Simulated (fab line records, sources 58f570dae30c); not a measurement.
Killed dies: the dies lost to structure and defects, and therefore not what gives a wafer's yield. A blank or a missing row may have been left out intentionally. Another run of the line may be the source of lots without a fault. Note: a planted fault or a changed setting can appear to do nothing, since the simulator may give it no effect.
Split-lot study + flow berkeley-cmos170 + on a route of 331 steps: 5 lots, 23 wafers read

== ON THE SPLIT ==
At UCB170_GATE_CVD_04 (deposits poly-Si from SiH4, time 1440 s, target thk 214 nm), the setting time-s was moved away from the recipe's 1440 s on 20 of the 23 wafers read, by -13.4% to +10.2%. This setting was run at the recipe's value on the other wafers.

== FROM THE SPLIT TO THE READING: what the file shows between them, 2 steps ==
- UCB170_GATE_THK_MEAS_05
- UCB170_GATE_ETCH_14: etches BARC in N2/H2 (also split here: bias-w)

== THE READING ==
oes-product-au, in a.u., at UCB170_GATE_ETCH_15 (etches poly-Si in HBr/Cl2, stops on SiO2, time 56.3 s, target depth 278.2 nm). Fault-free wafers of this fab line usually give 0.837 a.u., standard deviation 0.013 a.u.

| wafer  | tool, chamber at the split | time-s as run, s | against the recipe | oes-product-au, a.u. | against lot-mates on the recipe |
|--------|----------------------------|------------------|--------------------|----------------------|---------------------------------|
| L074.1 | -, -                       | 1284             | -10.8%             | 0.787                | no lot-mate on the recipe       |
| L074.2 | -, -                       | 1284             | -10.8%             | 0.782                | no lot-mate on the recipe       |
| L074.3 | -, -                       | 1284             | -10.8%             | 0.762                | no lot-mate on the recipe       |
| L074.4 | -, -                       | 1284             | -10.8%             | 0.769                | no lot-mate on the recipe       |
| L074.6 | -, -                       | 1284             | -10.8%             | 0.791                | no lot-mate on the recipe       |
| L077.2 | lpcvd-02, 1                | 1440             | recipe             | 0.806                | -                               |
| L077.4 | lpcvd-02, 1                | 1440             | recipe             | 0.826                | -                               |
| L077.6 | lpcvd-02, 1                | 1440             | recipe             | 0.830                | -                               |
| L078.1 | -, -                       | 1247             | -13.4%             | 0.779                | no lot-mate on the recipe       |
| L078.2 | -, -                       | 1247             | -13.4%             | 0.752                | no lot-mate on the recipe       |
| L078.4 | -, -                       | 1247             | -13.4%             | 0.761                | no lot-mate on the recipe       |
| L078.5 | -, -                       | 1247             | -13.4%             | 0.754                | no lot-mate on the recipe       |
| L078.6 | -, -                       | 1247             | -13.4%             | 0.753                | no lot-mate on the recipe       |
| L082.1 | -, -                       | 1369             | -4.9%              | 0.826                | no lot-mate on the recipe       |
| L082.2 | -, -                       | 1369             | -4.9%              | 0.821                | no lot-mate on the recipe       |
| L082.4 | -, -                       | 1369             | -4.9%              | 0.801                | no lot-mate on the recipe       |
| L082.5 | -, -                       | 1369             | -4.9%              | 0.803                | no lot-mate on the recipe       |
| L082.6 | -, -                       | 1369             | -4.9%              | 0.809                | no lot-mate on the recipe       |
| L083.1 | -, -                       | 1587             | +10.2%             | 0.893                | no lot-mate on the recipe       |
| L083.2 | -, -                       | 1587             | +10.2%             | 0.915                | no lot-mate on the recipe       |
| L083.4 | -, -                       | 1587             | +10.2%             | 0.888                | no lot-mate on the recipe       |
| L083.5 | -, -                       | 1587             | +10.2%             | 0.909                | no lot-mate on the recipe       |
| L083.6 | -, -                       | 1587             | +10.2%             | 0.891                | no lot-mate on the recipe       |

FIT RESULTS
A straight line over all 23 wafers: oes-product-au changes by +0.00571 a.u. for each +1% of time-s; r = +0.97; the points scatter about the line by 0.013 a.u.
Too few moved wafers with a lot-mate on the recipe to fit a line net of each lot's own level.

== THE WHOLE CHAIN: every reading that the file lists as answering this split, in the file's order ==
| step                    | what it does                                                                 | reading                                                                        | change (the file's fit)                   | r (the file's) |
|-------------------------|------------------------------------------------------------------------------|--------------------------------------------------------------------------------|-------------------------------------------|----------------|
| UCB170_GATE_CVD_04      | deposits poly-Si from SiH4, time 1440 s, target thk 214 nm                   | poly-Si_of_GATE_CVD_04.thk-nm (the simulator's own value, which no gauge read) | +2.09 nm for each +1% of the setting      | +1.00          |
| UCB170_GATE_THK_MEAS_05 |                                                                              | GATE_POLY_THK                                                                  | +2.09 for each +1% of the setting         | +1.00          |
| UCB170_GATE_ETCH_15     | etches poly-Si in HBr/Cl2, stops on SiO2, time 56.3 s, target depth 278.2 nm | oes-product-au                                                                 | +0.00571 a.u. for each +1% of the setting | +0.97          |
| UCB170_GATE_ETCH_15     | etches poly-Si in HBr/Cl2, stops on SiO2, time 56.3 s, target depth 278.2 nm | GATE.feature-depth-nm (the simulator's own value, which no gauge read)         | +2.09 nm for each +1% of the setting      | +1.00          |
| UCB170_GATE_ETCH_15     | etches poly-Si in HBr/Cl2, stops on SiO2, time 56.3 s, target depth 278.2 nm | etch.depth-nm (the simulator's own value, which no gauge read)                 | +2.09 nm for each +1% of the setting      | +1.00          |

== THE FILE'S OWN FIT ==
oes-product-au changes by +0.00571 a.u. for each +1% of time-s, r = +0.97.
